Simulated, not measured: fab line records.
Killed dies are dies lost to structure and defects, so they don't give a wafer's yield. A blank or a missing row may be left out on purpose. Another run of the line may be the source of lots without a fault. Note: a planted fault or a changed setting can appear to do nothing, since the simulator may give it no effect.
One fault through the eyes of 2 desks | flow berkeleyCmos170 | what lay behind the numbers comes last; until then each desk has only its own

## FOR THE TOOL OWNER'S DESK: furnace-04
The tool's own readings at UCB170_GATE_OXIDATION_01 (target thk 6.6 nm, ox time 1800 s): means of the sampled wafers that have a number, for each lot that ran on this tool. The brackets show how far a lot's mean lies from the usual mean; more than 4 standard deviations puts the lot out of limits, marked OUT.
Columns: A = spikeTcCentreC at UCB170_GATE_OXIDATION_01, usual 852.3 C; B = zonePowerSourcePct at UCB170_GATE_OXIDATION_01, usual 25.5 %
lot  | first seen here | A     | B
L270 | day 7 11:58     | 851.6 | 26.2
L272 | day 7 18:18     | 851.7 | 26.1
L276 | day 8 22:10     | 852.0 | 26.5
L277 | day 9 03:36     | 853.1 | 26.4
Result from this desk: across the 4 lots, nothing is out of limits.

## FROM THE METROLOGY DESK
What the gauges read for every lot (on any tool): the sampled wafers with a number, averaged. The brackets show how far a lot's mean lies from the usual mean; more than 4 standard deviations puts the lot out of limits, marked OUT. Of its 11 readings 7 are shown: those that lie furthest out on some lot.
Columns: A = PVT_OVL at UCB170_PVT_OVL_MEAS_06, usual -3 nm; B = PVT_TW at UCB170_PVT_TW_MEAS_09, usual 507; C = FIELD_OXIDE_LEFT_2_THK at UCB170_FIELD_THK_MEAS_91, usual 354 nm; D = GATE_OXIDE_THK at UCB170_GATE_THK_MEAS_02, usual 6.64 nm; E = GATE_POLY_THK at UCB170_GATE_THK_MEAS_05, usual 214.2 nm; F = cdNm at UCB170_GATE_CD_MEAS_12, usual 349.9 nm; G = cdNm at UCB170_GATE_CD_MEAS_90, usual 349.9 nm
lot  | first seen here | A  | B   | C   | D    | E     | F     | G
L270 | day 7 08:41     | -4 | 502 | 350 | 6.86 | 216.0 | 349.9 | 350.2
L272 | day 7 13:35     | 7  | 500 | 368 | 6.67 | 215.2 | 349.9 | 349.6
L276 | day 8 17:07     | -5 | 506 | 353 | 6.80 | 210.4 | 350.5 | 350.7
L277 | day 8 22:25     | -7 | 511 | 363 | 6.71 | 214.7 | 351.4 | 351.5
L283 | day 10 11:23    | 6  | 504 | 340 | 6.57 | 214.8 | 349.8 | 349.6
L285 | day 10 11:31    | -6 | 507 | 348 | 6.49 | 213.3 | 347.5 | 347.4
L286 | day 11 02:16    | 2  | 510 | 354 | 6.69 | 215.6 | 350.4 | 350.5
Result from this desk: across the 7 lots, nothing is out of limits.

## BROUGHT TOGETHER
The desk of the tool owner found nothing out of limits.
Nothing out of limits was seen by the metrology desk.

## WHAT THE SIMULATOR HAD PUT IN
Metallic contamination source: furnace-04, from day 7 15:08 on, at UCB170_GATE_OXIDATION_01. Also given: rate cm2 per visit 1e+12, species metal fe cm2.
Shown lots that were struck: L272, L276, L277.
